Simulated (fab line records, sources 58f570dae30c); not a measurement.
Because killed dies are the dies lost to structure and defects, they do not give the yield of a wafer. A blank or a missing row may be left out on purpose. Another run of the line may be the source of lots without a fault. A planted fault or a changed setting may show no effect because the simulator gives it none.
A struck lot beside a sound one | flow berkeley cmos170 | 15 steps out of a route of 331
Sound: the wafers L519.1, L519.3, L519.6. Wafers struck: L527.1, L527.2, L527.5. At the end, the cause is stated.
Per side, at each step with rows, come the tool, then ch with its chambers, and then its first start. Under that, the readings that differ: sound wafers | struck wafers | difference of the means | sigmas: that difference in standard deviations of wafers without a fault.
alike: a reading whose means differ by less than 2 such deviations, as well as words and numbers matching on both sides. not compared: withheld readings; readings where some wafer has no value; bounds like >300 that might hide an equal value; numbers whose values overlap and for which the record gives no deviation.
The two part at a step that has a row with sigmas, a row that says differs or no value, or rows on one side only. Non-overlapping numbers with no deviation appear without sigmas and do not part them. Lack of a reading on every wafer of one side parts them only where that side has two or more wafers.

first, 4 steps without rows for these wafers: UCB170_PWELL_WET_ETCH_19 (etches Si3N4 in H3PO4, time 14400 s); UCB170_PWELL_WET_ETCH_20 (etches SiO2 in BOE, time 22 s); UCB170_WELLDRIVE_CLEAN_00 (cleans in SPM, time 600 s); UCB170_WELLDRIVE_OXIDATION_01 (target thk 199 nm, ox time 9000 s).
UCB170_WELLDRIVE_THK_MEAS_02:
  struck on film metro-03, day 5 18:28; sound on film metro-01, day 4 01:13
  alike: WELLDRIVE_OXIDE_THK
then, 5 steps without rows for these wafers: UCB170_WELLDRIVE_ANNEAL_03 (time 900 s); UCB170_WELLDRIVE_WET_ETCH_04 (etches SiO2 in BOE, time 120 s); UCB170_ACTIVE_CLEAN_00 (cleans in SPM, time 600 s); UCB170_ACTIVE_CLEAN_01 (cleans in dHF, time 60 s); UCB170_ACTIVE_OXIDATION_02 (target thk 26.4 nm, ox time 1260 s).
UCB170_ACTIVE_THK_MEAS_03:
  struck on film metro-04, day 6 03:55; sound on film metro-03, day 4 10:05
  alike: ACTIVE_OXIDE_THK
then, 1 step without rows for these wafers: UCB170_ACTIVE_ANNEAL_04 (time 900 s).
UCB170_ACTIVE_CVD_05: deposits Si3N4 from SiH2Cl2/NH3, target thk 220 nm, time 3300 s.
  sound on lpcvd-01 ch 0, day 4 16:49; struck on lpcvd-02 ch 0, day 6 08:17
  reading                                  | sound             | struck            | difference | sigmas
  spike tc centre C (C)                    | 803.1 802.5 802.5 | 906.3 906.2 906.0 | +103.5     | +54
  spike tc load C (C)                      | 823.5 823.2 822.6 | 932.8 933.9 932.8 | +110.1     | +41
  spike tc source C (C)                    | 825 824 824       | 931 932 931       | +107       | +22
  susceptor temp C (C)                     | 800.3 800.5 799.8 | 903.4 903.1 902.7 | +102.9     | +99 or more
  zone power centre pct (%)                | 33.3 32.8 32.8    | 42.1 41.7 42.1    | +9.0       | +5
  zone power load pct (%)                  | 21.3 21.8 21.8    | 25.6 25.4 26.1    | +4.1       | +3
  zone power source pct (%)                | 22.0 21.5 21.6    | 29.9 28.6 30.1    | +7.8       | +8
  model.Si3N4_of_ACTIVE_CVD_05.thk nm (nm) | 217.7 217.9 219.7 | 372.7 373.3 374   | +154.9     |
UCB170_ACTIVE_THK_MEAS_06:
  struck on film metro-04, day 6 10:26; sound on film metro-01, day 4 18:44
  reading                 | sound             | struck            | difference | sigmas
  ACTIVE_NITRIDE_THK (nm) | 217.7 217.8 219.5 | 372.4 373.1 373.9 | +154.8     | +86
  not compared: hold
UCB170_M3_PROBE_99:
  sound wafers here have rows in the record (prober-01, day 9 00:47); struck ones have none

== WHERE THEY PART ==
First at UCB170_ACTIVE_CVD_05; last, within this record, at UCB170_M3_PROBE_99.

WHY: what had been put in by the simulator
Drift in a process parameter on lpcvd-02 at UCB170_ACTIVE_CVD_05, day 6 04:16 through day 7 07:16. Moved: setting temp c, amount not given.
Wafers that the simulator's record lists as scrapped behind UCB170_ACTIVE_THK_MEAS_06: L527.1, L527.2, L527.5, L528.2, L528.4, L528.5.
